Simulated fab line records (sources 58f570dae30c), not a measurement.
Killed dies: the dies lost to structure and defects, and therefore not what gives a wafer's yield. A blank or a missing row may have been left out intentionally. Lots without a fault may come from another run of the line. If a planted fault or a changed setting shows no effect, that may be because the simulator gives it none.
Chamber matching | flow berkeley_cmos170 | UCB170_V1_CMP_02 on cmp-01: 4 sister chambers
The step polishes SiO2. 4 wafers are shown with their chamber, then 7 later ones without.

== EACH WAFER AND ITS CHAMBER ==
wafer  | chamber | motor_current_A (A)
L596.2 | 1       | 17.5
L596.6 | 3       | 16.4
L594.2 | 2       | 16.5
L594.3 | 0       | 15.8

== WAFERS MISSING THEIR CHAMBER ==
wafer  | motor_current_A (A)
L594.4 | 16.8
L598.2 | 15.9
L598.5 | 16.0
L598.6 | 15.5
L599.1 | 15.2
L599.2 | 16.5
L599.5 | 17.3

== WHICH CHAMBER EACH ONE RAN IN ==
wafer  | from the rows above          | in truth
L594.4 | can't be placed: 2 or 3 or 1 | 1
L598.2 | can't be placed: 0 or 3 or 2 | 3
L598.5 | can't be placed: 0 or 3 or 2 | 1
L598.6 | can't be placed: 0 or 3      | 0
L599.1 | can't be placed: 0 or 3      | 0
L599.2 | can't be placed: 2 or 3      | 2
L599.5 | 1                            | 1
Placed correctly: 1 of 7. Can't be placed from these rows: 6 (the true chamber is among the candidates in 5). Number placed wrongly: 0.
How it was worked out, from the rows above alone: a wafer's distance from a chamber is the root of the sum, over the readings, of the square of ((its reading less the chamber's mean) divided by the reading's scatter). If the next closest chamber is less than 2 further off than the closest, the wafer can't be placed; otherwise it belongs to the closest. Each chamber's mean is taken over the wafers shown for it. The scatter (one wafer shown for each chamber): square how far every hidden wafer sits from the nearest shown wafer, average those squares and take the square root.
